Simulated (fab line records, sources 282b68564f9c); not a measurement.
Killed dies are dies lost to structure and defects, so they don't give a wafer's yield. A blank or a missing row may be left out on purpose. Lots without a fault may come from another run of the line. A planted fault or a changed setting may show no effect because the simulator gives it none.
fab line records | flow rit_cmos
record lots=13 wafers=39 last_day=7
route steps=202 shown PWELL@45 NRETRO@62 GATE@83 PLDD@123 M1@202
lots that met no fault: from a run of the same line without faults
start_h: hours from the record's first day to the start of the lot's first wafer shown | wait_h: hours since the lot's step before | " the same as in the row above | L1.1+2: a row that stands for several wafers | - no value, or no start given | * or withheld: withheld | < > ~ a bound
route shown NAME@n: a module of which the file shows steps, and the number in the route of the first | usual: mean/standard deviation of fault-free wafers | same: alike in all rows | chamber/n: place in a boat | sites: the reading at each site | _std_site: their standard deviation | _edge_site: outer sites' mean less inner sites' | radius_mm: how far each site lies from the wafer's centre | mask NAME#n: copy n | behind: the tool/chamber that last shaped the wafer | hold: why the lot was held/for how many hours/how that ended | device: the transistor (n, p or np) that didn't switch | end of line: the same wafers' tests at the end of the route | a step without rows: its recipe alone | killed: dies lost to structure and defects at the first sort, not the wafer's yield | map: a wafer's dies, x killed, . not, _ none there
set.NAME: the setting as run; set.NAME@STEP: as run at that earlier step | model.NAME: the simulator's own value behind a step, which no gauge read
steps of the route over a sample of lots; a table a step, a row a wafer
services: from which hour (start_h, from the record's first day; less than 0 if before it) a tool's chamber was out of use, for how many hours, and why
## steps
# step RIT_PWELL_OVL_MEAS_06
# usual PWELL_OVL=-0.9/1.3
# columns lot.wafer tool chamber start_h wait_h PWELL_OVL[nm]
L359.1 overlay-02 - 22.77 - -2.6
L359.5 " - " " -1.6
L359.6 " - " " -1.0
L360.1 overlay-02 - 27.80 - -1.3
L360.4 " - " " -2.8
L360.5 " - " " -2.3
L362.2 overlay-02 - 37.15 - -2.7
L362.3 " - " " -4.0
L362.4 " - " " -1.4
L363.1 overlay-02 - 43.79 - -0.9
L363.2 " - " " 0.5
L363.3 " - " " 1.2
L366.1 overlay-02 - 58.47 - -0.7
L366.2 " - " " 1.2
L366.5 " - " " -0.5
L369.1 overlay-01 - 73.91 - -1.8
L369.3 " - " " -0.2
L369.5 " - " " -2.1
L372.1 overlay-02 - 88.41 - 0.7
L372.2 " - " " 1.3
L372.4 " - " " -0.4
L375.1 overlay-02 - 103.86 - -0.2
L375.4 " - " " 0.7
L375.5 " - " " 1.2
L378.1 overlay-02 - 119.12 - -0.3
L378.2 " - " " -1.3
L378.4 " - " " -1.4
L379.1 overlay-02 - 122.61 - -0.5
L379.3 " - " " -2.5
L379.5 " - " " -3.5
L380.2 overlay-01 - 129.22 - -1.2
L380.3 " - " " -2.0
L380.6 " - " " -0.9
L381.1 overlay-02 - 135.15 - 0.0
L381.3 " - " " -1.1
L381.6 " - " " -1.4
L382.1 overlay-01 - 140.15 - -0.6
L382.4 " - " " -1.0
L382.6 " - " " -1.8
# step RIT_NRETRO_STRIP_09
# recipe chemistry=O2 time_s=180 resist=NOVOLAK platen_temp_c=withheld power_w=500 pressure_mtorr=4000 o2_flow_sccm=4000
# usual drypump_motor_current_A=5.6/0.52 o2_flow_sccm=4001/11
# columns lot.wafer tool chamber start_h wait_h drypump_motor_current_A o2_flow_sccm rf_hours_counter_h
L359.1 plasma_asher-03 0 30.89 0.1 5.9 4007 25
L359.5 " 0 " " 5.9 3997 -
L359.6 " 1 " " 6.2 4007 -
L360.1 plasma_asher-04 0 35.24 0.1 4.8 4027 40
L360.4 " 1 " " 5.4 3999 -
L360.5 " 0 " " 4.8 3992 -
L362.2 plasma_asher-04 1 45.01 0.1 5.4 4000 41
L362.3 " 0 " " 4.8 4009 -
L362.4 " 1 " " 5.4 4015 -
L363.1 plasma_asher-02 1 51.59 0.1 4.9 4008 39
L363.2 " 0 " " 5.9 4006 39
L363.3 " 1 " " 4.9 4000 -
L366.1 plasma_asher-04 0 65.78 0.1 4.8 4002 43
L366.2 " 1 " " 5.4 4012 43
L366.5 " 1 " " 5.4 4000 -
L369.1 plasma_asher-04 1 81.67 0.1 5.4 3985 44
L369.3 " 0 " " 4.8 3985 -
L369.5 " 0 " " 4.8 3994 -
L372.1 plasma_asher-04 1 95.72 0.1 5.4 4000 46
L372.2 " 0 " " 4.8 4011 46
L372.4 " 1 " " 5.4 4005 -
L375.1 plasma_asher-03 1 111.57 0.1 6.2 3990 33
L375.4 " 0 " " 5.9 3991 -
L375.5 " 1 " " 6.2 4007 -
L378.1 plasma_asher-04 1 126.71 0.1 5.4 3997 1
L378.2 " 0 " " 4.8 4018 1
L378.4 " 1 " " 5.4 3996 -
L379.1 plasma_asher-04 1 130.04 0.1 5.4 4004 1
L379.3 " 1 " " 5.4 4011 -
L379.5 " 1 " " 5.4 4005 -
L380.2 plasma_asher-03 0 138.09 0.1 5.9 3997 36
L380.3 " 1 " " 6.2 3988 -
L380.6 " 1 " " 6.2 3996 -
L381.1 plasma_asher-04 0 143.42 0.1 4.8 3989 2
L381.3 " 0 " " 4.8 3999 -
L381.6 " 1 " " 5.4 4007 -
L382.1 plasma_asher-04 1 148.59 0.1 5.4 4016 3
L382.4 " 0 " " 4.8 4015 -
L382.6 " 1 " " 5.4 4021 -
# step RIT_GATE_THK_MEAS_07
# recipe reads=SiO2_of_GATE_OXIDATION_05
# usual GATE_OXIDE_THK=3.01/0.061
# columns lot.wafer tool chamber start_h wait_h GATE_OXIDE_THK[nm]
L359.1 film_metro-02 - 35.10 0.0 2.99
L359.5 " - " " 3.04
L359.6 " - " " 2.96
L360.1 film_metro-02 - 40.12 0.0 3.06
L360.4 " - " " 2.97
L360.5 " - " " 3.04
L362.2 film_metro-01 - 48.63 0.0 3.02
L362.3 " - " " 3.03
L362.4 " - " " 3.11
L363.1 film_metro-03 - 55.43 0.0 3.06
L363.2 " - " " 3.02
L363.3 " - " " 3.04
L366.1 film_metro-02 - 70.54 0.0 2.97
L366.2 " - " " 3.10
L366.5 " - " " 3.07
L369.1 film_metro-01 - 88.27 0.0 3.06
L369.3 " - " " 3.04
L369.5 " - " " 3.00
L372.1 film_metro-02 - 100.62 0.0 2.95
L372.2 " - " " 2.99
L372.4 " - " " 2.92
L375.1 film_metro-01 - 115.29 0.0 2.93
L375.4 " - " " 2.98
L375.5 " - " " 2.92
L378.1 film_metro-02 - 133.08 0.0 3.05
L378.2 " - " " 2.98
L378.4 " - " " 3.05
L379.1 film_metro-02 - 136.78 0.0 3.03
L379.3 " - " " 2.94
L379.5 " - " " 2.96
L380.2 film_metro-03 - 143.63 0.0 3.00
L380.3 " - " " 3.09
L380.6 " - " " 3.03
L381.1 film_metro-01 - 148.36 0.0 3.08
L381.3 " - " " 3.02
L381.6 " - " " 3.05
L382.1 film_metro-01 - 155.19 0.0 2.93
L382.4 " - " " 3.06
L382.6 " - " " 3.04
# step RIT_PLDD_STRIP_09
# recipe chemistry=O2 time_s=180 resist=NOVOLAK platen_temp_c=withheld power_w=500 pressure_mtorr=4000 o2_flow_sccm=4000
# usual drypump_motor_current_A=5.5/0.52 o2_flow_sccm=4000/13
# columns lot.wafer tool chamber start_h wait_h drypump_motor_current_A o2_flow_sccm rf_hours_counter_h
L359.1 plasma_asher-02 1 45.23 0.1 4.9 4003 38
L359.5 " 0 " " 5.9 3997 -
L359.6 " 1 " " 4.9 3979 -
L360.1 plasma_asher-02 0 49.35 0.1 5.9 3989 39
L360.4 " 0 " " 5.9 3996 -
L360.5 " 0 " " 5.9 3990 -
L362.2 plasma_asher-02 1 58.03 0.1 4.9 3992 40
L362.3 " 1 " " 4.9 3967 -
L362.4 " 0 " " 5.9 3988 -
L363.1 plasma_asher-02 1 65.37 0.1 4.9 1992 41
L363.2 " 0 " " 5.9 4010 41
L363.3 " 0 " " 5.9 3973 -
L366.1 plasma_asher-02 0 79.93 0.1 5.9 4029 42
L366.2 " 1 " " 4.9 1984 42
L366.5 " 0 " " 5.9 3998 -
L369.1 plasma_asher-04 0 97.63 0.1 4.8 4011 46
L369.3 " 0 " " 4.8 4013 -
L369.5 " 0 " " 4.8 4018 -
L372.1 plasma_asher-03 0 112.89 0.1 5.9 3974 33
L372.2 " 1 " " 6.2 3987 33
L372.4 " 1 " " 6.2 4009 -
L375.1 plasma_asher-04 0 124.95 0.1 4.8 4003 1
L375.4 " 1 " " 5.4 4008 -
L375.5 " 0 " " 4.8 4020 -
L378.1 plasma_asher-04 0 142.09 0.1 4.8 3991 2
L378.2 " 1 " " 5.4 4015 2
L378.4 " 0 " " 4.8 3984 -
L379.1 plasma_asher-03 1 147.21 0.1 6.2 3995 37
L379.3 " 1 " " 6.2 4006 -
L379.5 " 1 " " 6.2 4001 -
L380.2 plasma_asher-03 0 154.01 0.1 5.9 3996 38
L380.3 " 0 " " 5.9 4022 -
L380.6 " 0 " " 5.9 3998 -
L381.1 plasma_asher-03 1 158.60 0.1 6.2 3994 38
L381.3 " 0 " " 5.9 3990 -
L381.6 " 1 " " 6.2 4018 -
L382.1 plasma_asher-02 1 165.47 0.1 4.9 3997 52
L382.4 " 0 " " 5.9 3998 -
L382.6 " 0 " " 5.9 3981 -
# step RIT_M1_PROBE_99
# usual killed_at_M0_to_M3=0.0/0.14 killed_at_contacts=0.1/0.31 killed_at_front_end=7/3.2 killed_dies=7/3.2 killed_on_rim=1.9/1.4 killed_open=3.6/1.9 killed_short=3.6/2
# same gross_dies=264 killed_at_M4_up=0 killed_at_back_side=0 killed_at_other=0
# columns lot.wafer tool chamber start_h wait_h killed_at_M0_to_M3 killed_at_contacts killed_at_front_end killed_dies killed_on_rim killed_open killed_short
L359.1 prober-02 - 58.99 0.1 0 0 10 10 3 5 5
L359.5 prober-02 - 59.19 0.2 0 0 11 11 3 4 7
L359.6 prober-02 - 59.24 0.2 0 0 3 3 0 1 2
L360.1 prober-01 - 64.06 0.1 0 0 4 4 1 2 2
L360.4 prober-01 - 64.21 0.2 1 0 8 9 3 4 4
L360.5 prober-01 - 64.26 0.2 1 0 10 11 1 4 6
L362.2 prober-01 - 71.58 0.1 0 0 8 8 1 5 3
L362.3 prober-01 - 71.63 0.2 0 0 7 7 2 2 5
L362.4 prober-01 - 71.68 0.2 0 0 5 5 1 3 2
L363.1 prober-02 - 79.98 0.1 0 1 8 9 2 2 7
L363.2 prober-02 - 80.03 0.1 0 1 4 5 4 3 2
L363.3 prober-02 - 80.08 0.2 0 0 8 8 0 6 2
L366.1 prober-01 - 94.79 0.1 0 0 8 8 2 3 5
L366.2 prober-01 - 94.84 0.1 0 0 9 9 1 7 2
L366.5 prober-01 - 94.99 0.2 0 0 7 7 1 3 4
L369.1 prober-02 - 111.78 0.1 0 0 3 3 1 1 2
L369.3 prober-02 - 111.88 0.2 0 0 6 6 1 4 2
L369.5 prober-02 - 111.98 0.2 0 0 4 4 1 1 3
L372.1 prober-01 - 126.84 0.1 0 0 7 7 2 3 4
L372.2 prober-01 - 126.89 0.1 0 0 3 3 2 3 0
L372.4 prober-01 - 126.99 0.2 0 0 5 5 3 4 1
L375.1 prober-02 - 138.53 0.1 0 0 4 4 0 2 2
L375.4 prober-02 - 138.68 0.2 0 0 6 6 1 3 3
L375.5 prober-02 - 138.73 0.2 0 0 7 7 4 2 5
L378.1 prober-01 - 155.46 0.1 0 0 16 16 2 8 8
L378.2 prober-01 - 155.51 0.1 0 0 9 9 2 4 4
L378.4 prober-01 - 155.61 0.2 0 0 8 8 1 3 5
L379.1 prober-02 - 160.87 0.1 0 0 8 8 3 5 3
L379.3 prober-02 - 160.97 0.2 0 0 8 8 2 2 6
L379.5 prober-02 - 161.07 0.2 0 0 9 9 0 4 5
L380.2 prober-01 - 167.88 0.1 0 0 4 4 1 1 3
L380.3 prober-01 - 167.93 0.2 1 0 3 4 1 3 1
L380.6 prober-01 - 168.08 0.2 0 0 3 3 2 0 3
L381.1 prober-02 - 172.08 0.1 0 0 17 17 3 12 5
L381.3 prober-02 - 172.18 0.2 0 0 7 7 1 3 3
L381.6 prober-02 - 172.33 0.2 0 0 8 8 3 3 5
L382.1 prober-01 - 179.31 0.1 0 0 11 11 1 5 6
L382.4 prober-01 - 179.46 0.2 0 0 10 10 1 8 2
L382.6 prober-01 - 179.56 0.2 0 0 7 7 0 4 3
# killed by level:class
L359.1 SPACER:geometric_particle:open=3 GATE:geometric_particle:open=2 SILICIDE:geometric_particle:short=2 FOX1:geometric_particle:short=1 GATE:geometric_particle:short=1 SPACER:geometric_particle:short=1
L359.5 GATE:geometric_particle:short=2 GATE:geometric_particle:open=2 REOX:geometric_particle:short=2 FOX1:geometric_particle:short=1 FOX2:geometric_particle:open=1 FOX2:geometric_particle:short=1 SILICIDE:geometric_particle:open=1 SILICIDE:geometric_particle:short=1
L359.6 FOX1:geometric_particle:short=1 GATE:geometric_particle:short=1 SPACER:geometric_particle:open=1
L360.1 GATE:geometric_particle:open=1 REOX:geometric_particle:short=1 SILICIDE:geometric_particle:open=1 SILICIDE:geometric_particle:short=1
L360.4 FOX1:geometric_particle:short=2 GATE:geometric_particle:open=2 FOX1:geometric_particle:open=1 REOX:geometric_particle:short=1 SPACER:geometric_particle:short=1 SPACER:geometric_particle:open=1 M1:coat_microbubble_printed=1
L360.5 GATE:geometric_particle:short=3 SPACER:geometric_particle:open=2 SPACER:geometric_particle:short=2 ACTIVE:geometric_particle:short=1 FOX2:geometric_particle:open=1 REOX:geometric_particle:open=1 M1:coat_microbubble_printed=1
L362.2 SILICIDE:geometric_particle:open=3 FOX1:geometric_particle:open=2 FOX1:geometric_particle:short=1 GATE:geometric_particle:short=1 SILICIDE:geometric_particle:short=1
L362.3 GATE:geometric_particle:short=3 FOX1:geometric_particle:short=1 GATE:geometric_particle:open=1 SILICIDE:geometric_particle:open=1 SILICIDE:geometric_particle:short=1
L362.4 GATE:geometric_particle:open=2 GATE:geometric_particle:short=1 REOX:geometric_particle:open=1 SILICIDE:geometric_particle:short=1
L363.1 FOX1:geometric_particle:short=2 GATE:geometric_particle:short=2 SPACER:geometric_particle:short=2 FOX1:geometric_particle:open=1 SILICIDE:geometric_particle:short=1 CONTACT:geometric_particle:open=1
L363.2 FOX1:geometric_particle:open=1 GATE:geometric_particle:short=1 SILICIDE:geometric_particle:short=1 SILICIDE:geometric_particle:open=1 CONTACT:geometric_particle:open=1
L363.3 GATE:geometric_particle:open=3 REOX:geometric_particle:open=2 FOX1:geometric_particle:open=1 REOX:geometric_particle:short=1 SILICIDE:geometric_particle:short=1
L366.1 SPACER:geometric_particle:short=2 SILICIDE:geometric_particle:open=2 FOX1:geometric_particle:open=1 FOX1:geometric_particle:short=1 GATE:geometric_particle:short=1 SILICIDE:geometric_particle:short=1
L366.2 FOX1:geometric_particle:open=3 FOX1:geometric_particle:short=1 GATE:geometric_particle:open=1 REOX:geometric_particle:open=1 SPACER:geometric_particle:short=1 SPACER:geometric_particle:open=1 SILICIDE:geometric_particle:open=1
L366.5 SILICIDE:geometric_particle:short=3 SILICIDE:geometric_particle:open=2 GATE:geometric_particle:short=1 GATE:geometric_particle:open=1
L369.1 FOX2:geometric_particle:short=1 GATE:geometric_particle:open=1 SPACER:geometric_particle:short=1
L369.3 FOX1:geometric_particle:short=2 FOX1:geometric_particle:open=1 GATE:geometric_particle:open=1 REOX:geometric_particle:open=1 SILICIDE:geometric_particle:open=1
L369.5 FOX2:geometric_particle:short=1 GATE:geometric_particle:open=1 REOX:geometric_particle:short=1 SPACER:geometric_particle:short=1
L372.1 SILICIDE:geometric_particle:short=2 SILICIDE:geometric_particle:open=1 FOX1:geometric_particle:open=1 GATE:geometric_particle:short=1 REOX:geometric_particle:short=1 SPACER:geometric_particle:open=1
L372.2 REOX:geometric_particle:open=1 SPACER:geometric_particle:open=1 SILICIDE:geometric_particle:open=1
L372.4 GATE:geometric_particle:open=2 FOX2:geometric_particle:open=1 GATE:geometric_particle:short=1 REOX:geometric_particle:open=1
L375.1 FOX1:geometric_particle:open=1 FOX2:geometric_particle:short=1 GATE:geometric_particle:short=1 SPACER:geometric_particle:open=1
L375.4 FOX1:geometric_particle:open=3 FOX1:geometric_particle:short=1 GATE:geometric_particle:short=1 SPACER:geometric_particle:short=1
L375.5 FOX1:geometric_particle:short=2 GATE:geometric_particle:open=2 GATE:geometric_particle:short=1 SPACER:geometric_particle:short=1 SILICIDE:geometric_particle:short=1
L378.1 GATE:geometric_particle:open=4 FOX1:geometric_particle:short=3 GATE:geometric_particle:short=3 FOX1:geometric_particle:open=2 FOX2:geometric_particle:short=2 FOX2:geometric_particle:open=1 SILICIDE:geometric_particle:open=1
L378.2 GATE:geometric_particle:open=3 GATE:geometric_particle:short=3 SPACER:geometric_particle:short=1 SILICIDE:geometric_particle:open=1 PLDD:coat_microbubble_printed=1
L378.4 GATE:geometric_particle:short=3 FOX2:geometric_particle:short=2 GATE:geometric_particle:open=2 FOX1:geometric_particle:open=1
L379.1 SILICIDE:geometric_particle:open=2 FOX1:geometric_particle:open=1 FOX2:geometric_particle:open=1 GATE:geometric_particle:open=1 GATE:geometric_particle:short=1 REOX:geometric_particle:short=1 SILICIDE:geometric_particle:short=1
L379.3 REOX:geometric_particle:short=4 FOX1:geometric_particle:short=1 FOX1:geometric_particle:open=1 GATE:geometric_particle:short=1 REOX:geometric_particle:open=1
L379.5 REOX:geometric_particle:open=2 SPACER:geometric_particle:short=2 GATE:geometric_particle:short=1 REOX:geometric_particle:short=1 SPACER:geometric_particle:open=1 SILICIDE:geometric_particle:short=1 SILICIDE:geometric_particle:open=1
L380.2 SILICIDE:geometric_particle:short=2 GATE:geometric_particle:short=1 SPACER:geometric_particle:open=1
L380.3 FOX2:geometric_particle:open=1 SILICIDE:geometric_particle:short=1 SILICIDE:geometric_particle:open=1 M1:geometric_particle:open=1
L380.6 GATE:geometric_particle:short=1 REOX:geometric_particle:short=1 SPACER:geometric_particle:short=1
L381.1 GATE:geometric_particle:open=4 REOX:geometric_particle:short=4 SPACER:geometric_particle:open=4 FOX1:geometric_particle:open=2 REOX:geometric_particle:open=1 SPACER:geometric_particle:short=1 SILICIDE:geometric_particle:open=1
L381.3 FOX2:geometric_particle:open=1 FOX2:geometric_particle:short=1 GATE:geometric_particle:short=1 GATE:geometric_particle:open=1 REOX:geometric_particle:open=1 SPACER:geometric_particle:short=1 PRETRO:coat_microbubble_printed=1
L381.6 GATE:geometric_particle:short=4 GATE:geometric_particle:open=2 FOX2:geometric_particle:short=1 FOX2:geometric_particle:open=1
L382.1 GATE:geometric_particle:short=4 FOX2:geometric_particle:open=2 GATE:geometric_particle:open=2 FOX2:geometric_particle:short=1 SPACER:geometric_particle:open=1 SPACER:geometric_particle:short=1
L382.4 FOX1:geometric_particle:open=3 GATE:geometric_particle:open=3 FOX1:geometric_particle:short=2 SPACER:geometric_particle:open=2
L382.6 FOX1:geometric_particle:open=2 FOX1:geometric_particle:short=1 GATE:geometric_particle:open=1 GATE:geometric_particle:short=1 SPACER:geometric_particle:short=1 SILICIDE:geometric_particle:open=1
## services
# columns tool chamber start_h hours kind
plasma_asher-04 - 93.70 0.7 repair
plasma_asher-04 - 108.75 9.0 pm
plasma_asher-04 0 108.75 9.0 vent_cycle
plasma_asher-04 1 108.75 9.0 vent_cycle
plasma_asher-04 - 117.75 2.8 pm
plasma_asher-04 0 117.75 - clean
plasma_asher-04 1 117.75 - clean
## key
first_sign step=RIT_PLDD_STRIP_09 reading=o2_flow_sccm direction=down sigmas=99+ usual=4000 struck=1988
effect none on later readings
met_at RIT_PLDD_STRIP_09
struck_lots L363,L366
struck_wafers L363.1,L366.2
tester_left_out L363,L366
not_acting_at RIT_PWELL_OVL_MEAS_06,RIT_NRETRO_STRIP_09,RIT_GATE_THK_MEAS_07
onset_between 58.03 65.37
fault kind=process_parameter_drift tool=plasma_asher-02 chamber=1 onset_h=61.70 steps=RIT_PLDD_STRIP_09 channel=o2_flow_sccm offset=-2000 shape=step end_h=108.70 acts_in=these_recipes_only stated=4000
# tester_left_out: of these lots the tester's yield and bins aren't shown, on N5 and GAA mostly nor the transistor test; their killed dies are dies lost to structure and defects alone, not to doping, threshold or leakage, so they don't give the yield
